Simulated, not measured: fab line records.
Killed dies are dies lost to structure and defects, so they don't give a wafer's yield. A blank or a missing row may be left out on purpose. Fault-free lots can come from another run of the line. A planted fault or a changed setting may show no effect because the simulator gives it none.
8D (eight disciplines) problem report, filled in by code    flow berkeley cmos170    the parts of the form that need people (team, actions taken, sign-off) are left out

## 1. PROBLEM STATEMENT
At UCB170_GATE_ETCH_15, bias w averages 175.8 W over 6 wafers from 2 lots, while fault-free wafers read 150.0 W, standard deviation 0.45. Measured from the usual mean, that is +57 standard deviations.
The step: etches poly-Si in HBr/Cl2, stops on SiO2, time 56.3 s, target depth 278.2 nm.
First observed at day 8 17:20: wafer L660.1, on rie si-02. At this step, 42 wafers from 14 lots have a number in the record. The rule behind "out" and "out of limits": a value lying over 4 standard deviations away from the usual mean. All remaining wafers that have a number are taken as sound.

## 2. WHAT IT IS AND WHAT IT IS NOT
question                     is                      is not
which readings at this step  bias w                  chamber pressure mTorr, drypump motor current A, oes product au, throttle valve pct
which lots                   L660, L663              L654, L655, L656, L657, L658, L659, L668, L669, L671, L674, L675, L677
which wafers of those lots   all that have a number  -
read on which tools          rie si-02               rie si-01
when                         from day 8 17:20        up to then (18 sound wafers); but 18 sound wafers of L668, L669, L671, L674, L675, L677 came after

## 3. WHAT RULES OUT EACH SUSPECT
Counting: a tool stays on the suspect list if, at a process step up to the reading, it processed all lots that are out and no sound lot following the first of them.
- rie si-02 at UCB170_GATE_ETCH_15 (etches poly-Si in HBr/Cl2, stops on SiO2, time 56.3 s, target depth 278.2 nm): ruled out as a lasting fault. Sound lots L674, L677 ran on it after its first lot that is out, L660 (day 8 17:20).
Left after counting: nothing in the record.

## 4. THE CAUSE (what the simulator had put in)
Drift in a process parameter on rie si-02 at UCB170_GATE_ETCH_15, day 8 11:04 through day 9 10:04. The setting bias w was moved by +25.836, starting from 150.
Counting ruled it out, wrongly.

## 5. THE EFFECT CHAIN, in route order
Rows list readings where the struck wafers' mean (over those with a number) sits beyond 3 standard deviations from the usual. Only readings for which the record gives a usual standard deviation are gone through. hours: the time from each lot's start at the first step in this table that gives one to its start at this step, as a median over the lots. sigmas: the change in usual standard deviations.
hours  step                 reading  usual    on struck wafers  change  sigmas
0      UCB170_GATE_ETCH_15  bias w   150.0 W  175.8             +25.8   +57
The process steps in it:
- UCB170_GATE_ETCH_15: etches poly-Si in HBr/Cl2, stops on SiO2, time 56.3 s, target depth 278.2 nm.
Later measuring or inspecting steps at which every struck wafer that the step has a row for has a number for every such reading, and none has moved that far: UCB170_M1_CD_MEAS_09, UCB170_M3_CD_MEAS_90.

## 6. WHAT WOULD HAVE CAUGHT IT SOONER
6 hours passed between the start of the fault at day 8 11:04 and the first reading out of limits in this record, taken at day 8 17:20.
